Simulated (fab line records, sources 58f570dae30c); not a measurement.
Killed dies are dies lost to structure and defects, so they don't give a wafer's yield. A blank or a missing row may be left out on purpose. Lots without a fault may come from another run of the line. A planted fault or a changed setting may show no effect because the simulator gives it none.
Which tool did it? | flow berkeley_cmos170 | 14 lots, 42 wafers sampled, at 5 steps of a route of 331

WHAT THE GAUGES READ, wafer by wafer
UCB170_WELLDRIVE_THK_MEAS_02. Usual: WELLDRIVE_OXIDE_THK 204 nm, standard deviation 4.2.
lot  | measured    | on            | WELLDRIVE_OXIDE_THK (nm) | flag
L103 | day 3 20:01 | film_metro-04 | 203 204 207              |
L104 | day 3 20:01 | film_metro-01 | 203 202 201              |
L106 | day 4 01:45 | film_metro-04 | 206 204 201              |
L105 | day 4 01:46 | film_metro-03 | 205 205 201              |
L107 | day 4 06:30 | film_metro-03 | 200 203 203              |
L108 | day 4 17:43 | film_metro-04 | 205 208 208              |
L109 | day 4 22:29 | film_metro-01 | 203 202 204              |
L110 | day 5 03:47 | film_metro-03 | 203 206 203              |
L113 | day 5 22:56 | film_metro-04 | 207 207 202              |
L117 | day 6 14:26 | film_metro-03 | 210 210 209              |
L119 | day 6 18:54 | film_metro-04 | 197 196 195              |
L122 | day 7 02:26 | film_metro-04 | 209 210 208              |
L123 | day 7 17:44 | film_metro-01 | 198 198 202              |
L126 | day 8 08:56 | film_metro-01 | 201 200 202              |

UCB170_FIELD_THK_MEAS_91. Usual: FIELD_OXIDE_LEFT_2_THK 352 nm, standard deviation 13.
lot  | measured     | on            | FIELD_OXIDE_LEFT_2_THK (nm) | flag
L103 | day 5 22:20  | film_metro-03 | 332 335 327                 |
L104 | day 5 22:04  | film_metro-03 | 331 332 339                 |
L106 | day 5 21:43  | film_metro-02 | 350 345 356                 |
L105 | day 5 22:37  | film_metro-03 | 341 341 346                 |
L107 | day 6 10:56  | film_metro-04 | 363 364 355                 |
L108 | day 6 20:44  | film_metro-02 | 361 355 363                 |
L109 | day 6 20:31  | film_metro-02 | 342 336 336                 |
L110 | day 7 06:07  | film_metro-02 | 334 347 339                 |
L113 | day 7 18:23  | film_metro-02 | 366 359 357                 |
L117 | day 8 12:56  | film_metro-04 | 351 360 363                 |
L119 | day 8 18:26  | film_metro-04 | 373 365 360                 |
L122 | day 9 01:46  | film_metro-04 | 369 368 366                 |
L123 | day 9 23:31  | film_metro-02 | 343 343 339                 |
L126 | day 10 12:05 | film_metro-04 | 383 376 375                 |

WHICH TOOL RAN EACH LOT (tool, then ch and the chambers of the sampled wafers, then the start)
lot  | UCB170_PFIELD_STRIP_08              | UCB170_PVT_COAT_01                | UCB170_PVT_STRIP_08
L103 | plasma_asher-01 ch 0,1, day 4 22:11 | litho_track-02 ch 0, day 5 21:07  | plasma_asher-04 ch 0,1, day 5 22:07
L104 | plasma_asher-04 ch 0,1, day 4 22:28 | litho_track-04 ch 0, day 5 20:46  | plasma_asher-01 ch 0,1, day 5 21:46
L106 | plasma_asher-03 ch 0,1, day 4 22:50 | litho_track-03 ch 0, day 5 20:26  | plasma_asher-02 ch 0,1, day 5 21:25
L105 | plasma_asher-04 ch 0,1, day 4 23:09 | litho_track-04 ch 0, day 5 21:17  | plasma_asher-02 ch 0,1, day 5 22:23
L107 | plasma_asher-04 ch 0,1, day 5 05:34 | litho_track-02 ch 0, day 6 09:41  | plasma_asher-04 ch 0,1, day 6 10:41
L108 | plasma_asher-03 ch 1, day 5 12:50   | litho_track-03 ch 0, day 6 19:22  | plasma_asher-04 ch 0,1, day 6 20:26
L109 | plasma_asher-04 ch 0,1, day 5 15:38 | litho_track-02 ch 0, day 6 19:22  | plasma_asher-04 ch 0,1, day 6 20:14
L110 | plasma_asher-01 ch 0,1, day 6 01:08 | litho_track-03 ch 0, day 7 04:21  | plasma_asher-04 ch 0,1, day 7 05:50
L113 | plasma_asher-03 ch 0,1, day 6 16:53 | litho_track-03 ch 0, day 7 16:38  | plasma_asher-04 ch 0,1, day 7 18:09
L117 | plasma_asher-01 ch 0,1, day 7 05:31 | litho_track-02 ch 0, day 8 11:43  | plasma_asher-02 ch 0,1, day 8 12:43
L119 | plasma_asher-03 ch 0,1, day 7 13:27 | litho_track-02 ch 0, day 8 17:22  | plasma_asher-01 ch 0,1, day 8 18:14
L122 | plasma_asher-03 ch 0,1, day 7 19:02 | litho_track-02 ch 0, day 9 00:28  | plasma_asher-04 ch 0,1, day 9 01:32
L123 | plasma_asher-03 ch 0,1, day 8 10:58 | litho_track-04 ch 0, day 9 21:37  | plasma_asher-04 ch 0,1, day 9 23:00
L126 | plasma_asher-01 ch 0,1, day 9 06:31 | litho_track-04 ch 0, day 10 10:49 | plasma_asher-02 ch 0,1, day 10 11:52
- UCB170_PFIELD_STRIP_08: strips in O2.
- UCB170_PVT_COAT_01: resist thk 900 nm.
- UCB170_PVT_STRIP_08: strips in O2.

WHAT THE TOOLS THEMSELVES READ (means of the sampled wafers that have a number; where no wafer has one, the mark that the record gives instead)
UCB170_PFIELD_STRIP_08. Usual: drypump_motor_current_A 5.5 A, standard deviation 0.51; oes_product_au 0.735 a.u., standard deviation 0.0044; strip_time_to_endpoint_s 21.64 s, standard deviation 0.059.
lot  | tool            | drypump_motor_current_A (A) | oes_product_au (a.u.) | strip_time_to_endpoint_s (s) | flag
L103 | plasma_asher-01 | 5.8                         | 0.731                 | 21.57                        |
L104 | plasma_asher-04 | 5.2                         | 0.731                 | 21.66                        |
L106 | plasma_asher-03 | 5.4                         | 0.733                 | 21.71                        |
L105 | plasma_asher-04 | 5.2                         | 0.734                 | 21.63                        |
L107 | plasma_asher-04 | 5.5                         | 0.735                 | 21.64                        |
L108 | plasma_asher-03 | 5.7                         | 0.736                 | 21.56                        |
L109 | plasma_asher-04 | 5.5                         | 0.739                 | 21.68                        |
L110 | plasma_asher-01 | 5.8                         | 0.733                 | 21.62                        |
L113 | plasma_asher-03 | 5.2                         | 0.736                 | 21.72                        |
L117 | plasma_asher-01 | 6.0                         | 0.741                 | 21.63                        |
L119 | plasma_asher-03 | 5.4                         | 0.735                 | 21.63                        |
L122 | plasma_asher-03 | 5.4                         | 0.739                 | 21.65                        |
L123 | plasma_asher-03 | 5.2                         | 0.736                 | 21.71                        |
L126 | plasma_asher-01 | 6.0                         | 0.731                 | 21.65                        |

UCB170_PVT_COAT_01. Usual: spin_speed_rpm 1500.0 rpm, standard deviation 1.
lot  | tool           | spin_speed_rpm (rpm) | flag
L103 | litho_track-02 | 1499.9               |
L104 | litho_track-04 | 1500.5               |
L106 | litho_track-03 | 1501.0               |
L105 | litho_track-04 | 1499.8               |
L107 | litho_track-02 | 1500.2               |
L108 | litho_track-03 | 1500.7               |
L109 | litho_track-02 | 1499.3               |
L110 | litho_track-03 | 1928.5               | OFF
L113 | litho_track-03 | 1929.3               | OFF
L117 | litho_track-02 | 1499.2               |
L119 | litho_track-02 | 1500.0               |
L122 | litho_track-02 | 1500.8               |
L123 | litho_track-04 | 1500.0               |
L126 | litho_track-04 | 1500.2               |

UCB170_PVT_STRIP_08. Usual: drypump_motor_current_A 5.6 A, standard deviation 0.48; oes_product_au 0.734 a.u., standard deviation 0.0046; strip_time_to_endpoint_s 21.67 s, standard deviation 0.063.
lot  | tool            | drypump_motor_current_A (A) | oes_product_au (a.u.) | strip_time_to_endpoint_s (s) | flag
L103 | plasma_asher-04 | 5.5                         | 0.733                 | 21.64                        |
L104 | plasma_asher-01 | 5.8                         | 0.735                 | 21.69                        |
L106 | plasma_asher-02 | 5.6                         | 0.738                 | 21.52                        |
L105 | plasma_asher-02 | 5.7                         | 0.735                 | 21.65                        |
L107 | plasma_asher-04 | 5.2                         | 0.732                 | 21.70                        |
L108 | plasma_asher-04 | 5.2                         | 0.728                 | 21.61                        |
L109 | plasma_asher-04 | 5.2                         | 0.733                 | 21.69                        |
L110 | plasma_asher-04 | 5.5                         | 0.735                 | 19.12                        | OFF
L113 | plasma_asher-04 | 5.5                         | 0.732                 | 19.09                        | OFF
L117 | plasma_asher-02 | 5.6                         | 0.733                 | 21.64                        |
L119 | plasma_asher-01 | 6.0                         | 0.734                 | 21.69                        |
L122 | plasma_asher-04 | 5.5                         | 0.735                 | 21.65                        |
L123 | plasma_asher-04 | 5.5                         | 0.734                 | 21.71                        |
L126 | plasma_asher-02 | 5.6                         | 0.737                 | 21.58                        |

THE ANSWER, worked out from the rows above alone
Rule: a lot is off if the mean of its wafers that have a number lies more than 3 standard deviations from the usual mean. A lot without any number at a reading at which 4 lots or more have one is off too. The other lots that the step has rows for count as sound. The gauges are gone through in route order, then the tools' own readings, and for those a lot's mean is taken as printed above. The first step at which some lot is off is used, and at that step the reading that is off furthest; a lot without a number counts as furthest.
Off: L110, L113, at UCB170_PVT_COAT_01 (spin_speed_rpm).
A tool fits if, at that step or a process step before it, it ran every lot that is off, and no sound lot after the first of them. One fits: litho_track-03 at UCB170_PVT_COAT_01. Its last sound lot is L108 (day 6 19:22), its first lot that is off L110 (day 7 04:21): a fault that began between those two fits.
The tool's own readings at UCB170_PVT_COAT_01 bear it out: on the lots that are off they differ by more than 5 times the standard deviation of the sound lots' means. spin_speed_rpm reads 1928.9 rpm there against 1500.1 rpm on the sound lots.

WHAT THE SIMULATOR HAD PUT IN
Process parameter drift: litho_track-03, from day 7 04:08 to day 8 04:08, at UCB170_PVT_COAT_01. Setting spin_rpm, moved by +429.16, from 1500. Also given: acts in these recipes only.
Lots struck among those shown: L110, L113. The rule above found the same.
